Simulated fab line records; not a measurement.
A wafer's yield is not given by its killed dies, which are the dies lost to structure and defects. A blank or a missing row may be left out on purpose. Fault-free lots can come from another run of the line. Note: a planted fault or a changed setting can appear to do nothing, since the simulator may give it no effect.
fab line records -- flow berkeleyCmos170
record lots=13, wafers=39, lastDay=12
route steps=331 shown ZERO@12 WELLDRIVE@57 V2@292 M3@325
lots untouched by any fault: they come from a run of this same line in which no faults occurred
startH: the number of hours between the record's first day and the start of the first shown wafer of the lot -- waitH: time in hours since the lot's previous step -- " the same as in the row above -- L1.1+2: one row covering several wafers at once -- - no value present, or no start provided -- * or withheld: withheld -- < > ~ a bound
route shown NAME@n: names a module that has steps shown in the file, with the first one's number in the route -- usual: mean/standard deviation taken from wafers without a fault -- same: alike in all rows -- chamber/n: place in a boat -- sites: per-site readings -- _std_site: their standard deviation -- _edge_site: outer sites' mean less inner sites' -- radiusMm: for every site, how far away it sits from the centre of the wafer -- mask NAME#n: copy n -- behind: tool/chamber where the wafer was last shaped -- hold: the reason the lot was held/the length of the hold in hours/how it ended -- device: the transistor (n, p or np) that didn't switch -- end of line: the route-end tests of the same wafers -- where a step has no rows: the recipe by itself -- killed: dies lost to structure and defects at the first sort, not the wafer's yield -- map: a wafer's dies, x killed, . not, _ none there
set.NAME: the setting the step ran with; set.NAME@STEP: the setting that earlier step ran with -- model.NAME: the simulator's own value behind a step, which no gauge read
a sample of lots followed through the steps of the route, with each step as a table and each wafer as a row
services: the hour from which a tool's chamber was out of use, counted from the record's first day as startH (under 0 if before that day), plus the number of hours and why
## steps
# step UCB170_ZERO_ETCH_06
# recipe chemistry=CHF3/CF4/Ar, target=SiO2, timeS=12, pressureMtorr=100, rfW=500, CHF3_flow_sccm=50, cf4FlowSccm=10, Ar_flow_sccm=120, overEtchFrac=1.58
# usual CHF3_flow_sccm=49.97/0.13, drypumpMotorCurrentA=5.8/0.34, oesProductAu=0.618/0.0089, throttleValvePct=9.28/0.13
# same timeS=12
lot.wafer,tool,chamber,startH,waitH,CHF3_flow_sccm,drypumpMotorCurrentA,oesProductAu,rfHoursCounterH,throttleValvePct
L690.3,rieDiel-01,2,19.51,-,49.91,5.6,0.614,140,9.37
L690.4,rieDiel-01,3,19.51,-,50.06,6.1,0.605,114,9.44
L690.6,rieDiel-01,2,19.51,-,49.96,5.6,0.612,-,9.35
L691.1,rieDiel-01,3,24.42,-,49.80,6.0,0.612,114,9.45
L691.5,rieDiel-01,2,24.42,-,49.79,5.6,0.613,-,9.36
L691.6,rieDiel-01,3,24.42,-,49.92,6.1,0.611,-,9.48
L692.1,rieDiel-04,0,29.89,-,49.63,5.3,0.625,148,9.36
L692.5,rieDiel-04,2,29.89,-,49.92,5.8,0.616,-,9.12
L692.6,rieDiel-04,1,29.89,-,49.60,6.1,0.636,-,9.13
L693.2,rieDiel-04,2,36.32,-,50.08,5.8,0.600,134,9.12
L693.5,rieDiel-04,0,36.32,-,50.25,5.3,0.625,-,9.38
L693.6,rieDiel-04,3,36.32,-,49.88,6.8,0.620,-,9.10
L694.2,rieDiel-02,1,37.32,-,49.89,5.8,0.610,66,9.32
L694.4,rieDiel-02,0,37.32,-,49.95,6.0,0.631,139,9.38
L694.6,rieDiel-02,1,37.32,-,50.04,5.8,0.625,-,9.32
L695.1,rieDiel-02,3,41.43,-,49.90,6.0,0.609,111,9.33
L695.3,rieDiel-02,1,41.43,-,49.54,5.8,0.609,66,9.31
L695.6,rieDiel-02,1,41.43,-,49.71,5.9,0.612,-,9.32
L696.1,rieDiel-01,1,47.60,-,50.08,5.7,0.626,159,9.36
L696.5,rieDiel-01,3,47.60,-,50.12,6.1,0.609,-,9.45
L696.6,rieDiel-01,0,47.60,-,49.96,5.5,0.634,-,9.13
L697.1,rieDiel-04,1,56.75,-,49.80,6.1,0.633,11,9.12
L697.2,rieDiel-04,3,56.75,-,49.97,6.8,0.619,4,9.11
L697.4,rieDiel-04,0,56.75,-,50.07,5.3,0.617,149,9.36
L702.3,rieDiel-01,3,75.72,-,50.14,6.0,0.598,117,9.45
L702.4,rieDiel-01,0,75.72,-,50.12,5.5,0.629,72,9.13
L702.6,rieDiel-01,0,75.72,-,49.97,5.5,0.620,-,9.10
L708.1,rieDiel-01,1,106.52,-,50.08,5.7,0.620,163,9.37
L708.3,rieDiel-01,3,106.52,-,49.98,6.1,0.601,118,9.45
L708.6,rieDiel-01,3,106.52,-,49.87,6.1,0.602,-,9.45
L709.1,rieDiel-02,2,110.32,-,49.84,5.5,0.616,148,9.36
L709.2,rieDiel-02,1,110.32,-,50.22,5.8,0.616,69,9.31
L709.3,rieDiel-02,0,110.32,-,50.09,6.0,0.627,144,9.39
L711.3,rieDiel-04,0,124.88,-,50.08,5.3,0.620,152,9.38
L711.4,rieDiel-04,2,124.88,-,50.00,5.8,0.619,-,9.11
L711.5,rieDiel-04,1,124.88,-,50.13,6.1,0.630,-,9.11
L713.1,rieDiel-01,0,134.96,-,49.98,5.6,0.632,74,9.12
L713.2,rieDiel-01,2,134.96,-,49.94,5.6,0.616,147,9.34
L713.4,rieDiel-01,1,134.96,-,49.88,5.8,0.618,0,9.38
# step UCB170_WELLDRIVE_THK_MEAS_02
# recipe reads=SiO2_of_WELLDRIVE_OXIDATION_01
# usual WELLDRIVE_OXIDE_THK=198/3.3
lot.wafer,tool,chamber,startH,waitH,WELLDRIVE_OXIDE_THK[nm]
L690.3,filmMetro-01,-,57.01,0.0,201
L690.4,filmMetro-01,-,57.01,0.0,201
L690.6,filmMetro-01,-,57.01,0.0,199
L691.1,filmMetro-02,-,64.66,0.0,201
L691.5,filmMetro-02,-,64.66,0.0,200
L691.6,filmMetro-02,-,64.66,0.0,203
L692.1,filmMetro-02,-,69.52,0.0,196
L692.5,filmMetro-02,-,69.52,0.0,197
L692.6,filmMetro-02,-,69.52,0.0,200
L693.2,filmMetro-03,-,82.83,0.0,197
L693.5,filmMetro-03,-,82.83,0.0,199
L693.6,filmMetro-03,-,82.83,0.0,200
L694.2,filmMetro-03,-,82.89,0.1,199
L694.4,filmMetro-03,-,82.89,0.1,200
L694.6,filmMetro-03,-,82.89,0.1,196
L695.1,filmMetro-03,-,82.94,0.1,196
L695.3,filmMetro-03,-,82.94,0.1,196
L695.6,filmMetro-03,-,82.94,0.1,198
L696.1,filmMetro-01,-,88.03,0.0,196
L696.5,filmMetro-01,-,88.03,0.0,199
L696.6,filmMetro-01,-,88.03,0.0,196
L697.1,filmMetro-03,-,93.37,0.0,197
L697.2,filmMetro-03,-,93.37,0.0,198
L697.4,filmMetro-03,-,93.37,0.0,194
L702.3,filmMetro-03,-,112.38,0.0,196
L702.4,filmMetro-03,-,112.38,0.0,198
L702.6,filmMetro-03,-,112.38,0.0,197
L708.1,filmMetro-03,-,146.13,0.1,196
L708.3,filmMetro-03,-,146.13,0.1,197
L708.6,filmMetro-03,-,146.13,0.1,196
L709.1,filmMetro-02,-,154.37,0.0,202
L709.2,filmMetro-02,-,154.37,0.0,201
L709.3,filmMetro-02,-,154.37,0.0,203
L711.3,filmMetro-03,-,163.81,0.1,197
L711.4,filmMetro-03,-,163.81,0.1,197
L711.5,filmMetro-03,-,163.81,0.1,199
L713.1,filmMetro-01,-,177.42,0.0,199
L713.2,filmMetro-01,-,177.42,0.0,198
L713.4,filmMetro-01,-,177.42,0.0,200
# step UCB170_V2_CVD_00
# recipe material=SiO2, targetThkNm=2000, tempC=390, precursor=TEOS/O2, timeS=250, rfW=550, pressureMtorr=9000
# usual heaterPowerW=254/53, rfFwdPowerW=548.7/1.8
# same timeS=250
lot.wafer,tool,chamber,startH,waitH,heaterPowerW,rfFwdPowerW
L690.3,pecvd-02,2,152.99,0.1,245,548.1
L690.4,pecvd-02,0,152.99,0.1,224,546.4
L690.6,pecvd-02,2,152.99,0.1,170,549.4
L691.1,pecvd-03,0,165.60,0.1,270,550.5
L691.5,pecvd-03,2,165.60,0.1,362,550.7
L691.6,pecvd-03,1,165.60,0.1,236,549.4
L692.1,pecvd-01,0,166.50,0.1,252,547.3
L692.5,pecvd-01,1,166.50,0.1,333,545.7
L692.6,pecvd-01,0,166.50,0.1,311,548.3
L693.2,pecvd-02,2,169.64,0.1,203,547.0
L693.5,pecvd-02,0,169.64,0.1,223,548.7
L693.6,pecvd-02,1,169.64,0.1,225,550.2
L694.2,pecvd-03,2,176.66,0.1,309,549.4
L694.4,pecvd-03,0,176.66,0.1,187,546.7
L694.6,pecvd-03,2,176.66,0.1,370,548.2
L695.1,pecvd-01,0,176.94,0.1,284,549.9
L695.3,pecvd-01,2,176.94,0.1,261,549.7
L695.6,pecvd-01,1,176.94,0.1,356,549.3
L696.1,pecvd-03,1,186.54,0.1,240,548.5
L696.5,pecvd-03,1,186.54,0.1,169,550.9
L696.6,pecvd-03,2,186.54,0.1,260,548.9
L697.1,pecvd-02,0,193.78,0.1,308,547.1
L697.2,pecvd-02,2,193.78,0.1,246,550.0
L697.4,pecvd-02,2,193.78,0.1,174,551.5
L702.3,pecvd-02,2,209.53,0.1,225,551.5
L702.4,pecvd-02,0,209.53,0.1,243,767.6
L702.6,pecvd-02,1,209.53,0.1,232,551.3
L709.1,pecvd-01,0,238.36,0.1,314,552.9
L709.2,pecvd-01,2,238.36,0.1,282,551.2
L709.3,pecvd-01,1,238.36,0.1,302,549.2
L708.1,pecvd-03,1,238.92,0.1,217,545.9
L708.3,pecvd-03,0,238.92,0.1,277,549.4
L708.6,pecvd-03,0,238.92,0.1,195,547.7
L711.3,pecvd-01,2,261.95,0.1,253,549.1
L711.4,pecvd-01,1,261.95,0.1,350,546.7
L711.5,pecvd-01,2,261.95,0.1,210,548.7
L713.1,pecvd-03,2,275.31,0.1,294,547.9
L713.2,pecvd-03,0,275.31,0.1,231,546.8
L713.4,pecvd-03,0,275.31,0.1,275,548.3
# step UCB170_V2_THK_MEAS_01
# recipe reads=SiO2_of_V2_CVD_00
# usual V2_TEOS_THK=2016/28
lot.wafer,tool,chamber,startH,waitH,V2_TEOS_THK[nm]
L690.3,filmMetro-01,-,153.16,0.1,1992
L690.4,filmMetro-01,-,153.16,0.1,2031
L690.6,filmMetro-01,-,153.16,0.1,2029
L691.1,filmMetro-03,-,165.75,0.1,2027
L691.5,filmMetro-03,-,165.75,0.1,2048
L691.6,filmMetro-03,-,165.75,0.1,2049
L692.1,filmMetro-03,-,166.65,0.1,1980
L692.5,filmMetro-03,-,166.65,0.1,1997
L692.6,filmMetro-03,-,166.65,0.1,2009
L693.2,filmMetro-02,-,169.81,0.1,2004
L693.5,filmMetro-02,-,169.81,0.1,2049
L693.6,filmMetro-02,-,169.81,0.1,2044
L694.2,filmMetro-03,-,176.83,0.1,1999
L694.4,filmMetro-03,-,176.83,0.1,2040
L694.6,filmMetro-03,-,176.83,0.1,2029
L695.1,filmMetro-01,-,177.09,0.1,1996
L695.3,filmMetro-01,-,177.09,0.1,1992
L695.6,filmMetro-01,-,177.09,0.1,1979
L696.1,filmMetro-02,-,186.70,0.1,2027
L696.5,filmMetro-02,-,186.70,0.1,2078
L696.6,filmMetro-02,-,186.70,0.1,2056
L697.1,filmMetro-01,-,194.01,0.2,1986
L697.2,filmMetro-01,-,194.01,0.2,1982
L697.4,filmMetro-01,-,194.01,0.2,2035
L702.3,filmMetro-02,-,209.70,0.1,2015
L702.4,filmMetro-02,-,209.70,0.1,2223
L702.6,filmMetro-02,-,209.70,0.1,2045
L709.1,filmMetro-03,-,238.52,0.1,1985
L709.2,filmMetro-03,-,238.52,0.1,1965
L709.3,filmMetro-03,-,238.52,0.1,1951
L708.1,filmMetro-02,-,239.07,0.1,2043
L708.3,filmMetro-02,-,239.07,0.1,2005
L708.6,filmMetro-02,-,239.07,0.1,2059
L711.3,filmMetro-03,-,262.13,0.1,1949
L711.4,filmMetro-03,-,262.13,0.1,1953
L711.5,filmMetro-03,-,262.13,0.1,1978
L713.1,filmMetro-02,-,275.47,0.1,2014
L713.2,filmMetro-02,-,275.47,0.1,1992
L713.4,filmMetro-02,-,275.47,0.1,2015
# step UCB170_M3_OVL_MEAS_16
# usual M3_OVL=-2/4.9
lot.wafer,tool,chamber,startH,waitH,M3_OVL[nm]
L690.3,overlay-01,-,158.11,0.1,-8
L690.4,overlay-01,-,158.11,0.1,-1
L690.6,overlay-01,-,158.11,0.1,-2
L691.1,overlay-02,-,170.06,0.1,-3
L691.5,overlay-02,-,170.06,0.1,-9
L691.6,overlay-02,-,170.06,0.1,-4
L692.1,overlay-01,-,171.47,0.1,-7
L692.5,overlay-01,-,171.47,0.1,0
L692.6,overlay-01,-,171.47,0.1,-7
L693.2,overlay-01,-,175.11,0.1,0
L693.5,overlay-01,-,175.11,0.1,1
L693.6,overlay-01,-,175.11,0.1,-7
L694.2,overlay-02,-,182.87,0.1,-4
L694.4,overlay-02,-,182.87,0.1,-4
L694.6,overlay-02,-,182.87,0.1,-5
L695.1,overlay-01,-,186.63,0.1,-3
L695.3,overlay-01,-,186.63,0.1,3
L695.6,overlay-01,-,186.63,0.1,-3
L696.1,overlay-01,-,191.01,0.1,-7
L696.5,overlay-01,-,191.01,0.1,-5
L696.6,overlay-01,-,191.01,0.1,-10
L697.1,overlay-02,-,199.39,0.1,-6
L697.2,overlay-02,-,199.39,0.1,-1
L697.4,overlay-02,-,199.39,0.1,-6
L702.3,overlay-02,-,214.77,0.1,-9
L702.4,overlay-02,-,214.77,0.1,2
L702.6,overlay-02,-,214.77,0.1,-8
L709.1,overlay-01,-,245.86,0.1,-6
L709.2,overlay-01,-,245.86,0.1,-4
L709.3,overlay-01,-,245.86,0.1,7
L708.1,overlay-01,-,246.08,0.1,3
L708.3,overlay-01,-,246.08,0.1,-2
L708.6,overlay-01,-,246.08,0.1,-4
L711.3,overlay-01,-,267.93,0.1,5
L711.4,overlay-01,-,267.93,0.1,3
L711.5,overlay-01,-,267.93,0.1,6
L713.1,overlay-01,-,282.20,0.1,-9
L713.2,overlay-01,-,282.20,0.1,-3
L713.4,overlay-01,-,282.20,0.1,-2
## services
tool,chamber,startH,hours,kind
pecvd-01,0,6.80,5.3,repair
rieDiel-04,-,13.18,4.3,repair
pecvd-01,-,14.50,14.0,pm
pecvd-01,-,32.32,5.5,pm
pecvd-02,1,37.17,4.7,repair
rieDiel-04,1,41.56,6.2,repair
rieDiel-02,2,60.65,27.5,repair
rieDiel-02,1,64.49,6.8,repair
pecvd-01,-,73.90,0.3,repair
rieDiel-01,3,80.82,10.5,repair
rieDiel-01,0,82.15,17.1,repair
rieDiel-02,3,105.18,4.4,repair
rieDiel-04,3,118.72,8.6,repair
rieDiel-04,1,125.42,4.4,repair
pecvd-03,2,128.51,14.8,repair
pecvd-02,-,135.50,14.0,pm
rieDiel-01,0,160.23,2.5,repair
pecvd-02,1,191.06,10.2,repair
pecvd-03,2,198.16,12.5,repair
rieDiel-01,-,206.76,0.9,repair
rieDiel-01,-,210.06,2.8,pm
pecvd-02,-,211.08,2.8,pm
pecvd-02,0,218.80,8.9,repair
rieDiel-01,0,252.06,3.4,repair
## key
firstSign step=UCB170_V2_CVD_00, reading=rfFwdPowerW, direction=up, sigmas=99+, usual=548.7, struck=767.6
effect step=UCB170_V2_THK_MEAS_01, reading=V2_TEOS_THK, direction=up, sigmas=7.4, usual=2016, struck=2223
metAt UCB170_V2_CVD_00
struckLots L702
struckWafers L702.4
notActingAt UCB170_ZERO_ETCH_06,UCB170_WELLDRIVE_THK_MEAS_02,UCB170_M3_OVL_MEAS_16
onsetBetween 193.78 209.53
fault kind=processParameterDrift, tool=pecvd-02, chamber=0, onsetH=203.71, steps=UCB170_V2_CVD_00, channel=rfW, offset=220, shape=step, endH=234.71, actsIn=theseRecipesOnly, stated=550
